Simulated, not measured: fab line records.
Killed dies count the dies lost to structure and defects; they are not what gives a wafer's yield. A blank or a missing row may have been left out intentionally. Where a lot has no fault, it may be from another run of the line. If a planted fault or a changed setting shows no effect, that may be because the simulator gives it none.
Comparing a struck lot with a sound one | flow rit-cmos | 26 steps out of a route of 202
Sound: these wafers, L834.2, L834.3, L834.4. Struck: wafers L827.1, L827.2, L827.5. The cause is given at the end.
At each step with rows: each side's tool, then ch and its chambers, then its first start. Under that, the readings that differ: sound wafers | struck wafers | difference of the means | sigmas: that difference in standard deviations of wafers without a fault.
alike: words and numbers the same on both sides, and readings whose means are apart by under 2 such deviations; not compared: readings that were withheld, readings missing a value for some wafer, numbers with overlapping values and no deviation given by the record, and bounds like >300 which may hide the same value.
Wherever a step has rows on one side only, a row that says differs or no value, or a row with sigmas, the two part there. When numbers do not overlap yet have no deviation, they are printed without sigmas and do not part them. A reading that every wafer of one side lacks parts them only if that side has two wafers or more.

first, 2 steps without rows for these wafers: RIT_FOX2_CLEAN_02 (cleans in dHF, time 180 s); RIT_FOX2_WET_ETCH_03 (etches Si3N4 in H3PO4, target depth 195 nm, time 2700 s).
RIT_FOX2_THK_MEAS_90:
  struck on film-metro-01, day 3 16:20; sound on film-metro-04, day 5 03:58
  alike: FIELD_OXIDE_LEFT_1_THK
then, 6 steps without rows for these wafers: RIT_NWELL_HMDS_00 (prime time 60 s); RIT_NWELL_COAT_01 (resist thk 1300 nm); RIT_NWELL_SOFTBAKE_02 (time 57.39 s); RIT_NWELL_EXPOSE_03 (exposes mask M2, target cd 43900 nm); RIT_NWELL_PEB_04; RIT_NWELL_DEVELOP_05 (develop time 68 s).
RIT_NWELL_OVL_MEAS_06:
  struck on overlay-02, day 3 17:23; sound on overlay-01, day 5 05:02
  alike: NWELL_OVL
then, 2 steps without rows for these wafers: RIT_NWELL_HARDBAKE_07 (time 120 s); RIT_NWELL_IMPLANT_08.
RIT_NWELL_STRIP_09: strips in O2, time 180 s.
  sound on plasma-asher-03 ch 0,1, day 5 05:28; struck on plasma-asher-04 ch 0,1, day 3 17:50
  no value came back on the struck wafers for chamber-pressure-mTorr (mTorr), drypump-motor-current-A (A); on the sound wafers chamber-pressure-mTorr (mTorr) reads 4004 3997 3999
  reading                                    | sound | struck         | difference | sigmas
  model.NOVOLAK_of_NWELL_COAT_01.thk-nm (nm) | 0 0 0 | 1142 1137 1141 | +1140      |
  not compared: rf-hours-counter-h
RIT_NWELL_TW_MEAS_10:
  struck on film-metro-01, day 3 18:00; sound on film-metro-02, day 5 05:39
  alike: NWELL_TW
then, 2 steps without rows for these wafers: RIT_PWELL_HMDS_00 (prime time 60 s); RIT_PWELL_COAT_01 (resist thk 1300 nm).
RIT_PWELL_SOFTBAKE_02: time 61.64 s.
  sound on litho-track-02 ch 0, day 5 06:01; struck on litho-track-03 ch 0, day 3 18:22
  alike: plate-sensor-t-centre-C, plate-sensor-t-edge-C
then, 3 steps without rows for these wafers: RIT_PWELL_EXPOSE_03 (exposes mask M3, target cd 43700 nm); RIT_PWELL_PEB_04; RIT_PWELL_DEVELOP_05 (develop time 68 s).
RIT_PWELL_OVL_MEAS_06:
  struck on overlay-02, day 3 19:04; sound on overlay-01, day 5 06:35
  alike: PWELL_OVL
then, 2 steps without rows for these wafers: RIT_PWELL_HARDBAKE_07 (time 120 s); RIT_PWELL_IMPLANT_08.
RIT_PWELL_STRIP_09: strips in O2, time 180 s.
  sound on plasma-asher-02 ch 0,1, day 5 07:01; struck on plasma-asher-02 ch 0,1, day 3 19:31
  alike: chamber-pressure-mTorr, drypump-motor-current-A
  not compared: rf-hours-counter-h
RIT_PWELL_TW_MEAS_10:
  struck on film-metro-01, day 3 19:41; sound on film-metro-01, day 5 07:12
  reading  | sound       | struck   | difference | sigmas
  PWELL_TW | 957 956 955 | 30 30 30 | -926       | -99 or more
then, 1 step without rows for these wafers: RIT_WELLDRIVE_ANNEAL_00 (time 14700 s).

## WHERE THEY PART
First at RIT_NWELL_STRIP_09; last, within this record, at RIT_PWELL_TW_MEAS_10.

WHY: what had been put in by the simulator
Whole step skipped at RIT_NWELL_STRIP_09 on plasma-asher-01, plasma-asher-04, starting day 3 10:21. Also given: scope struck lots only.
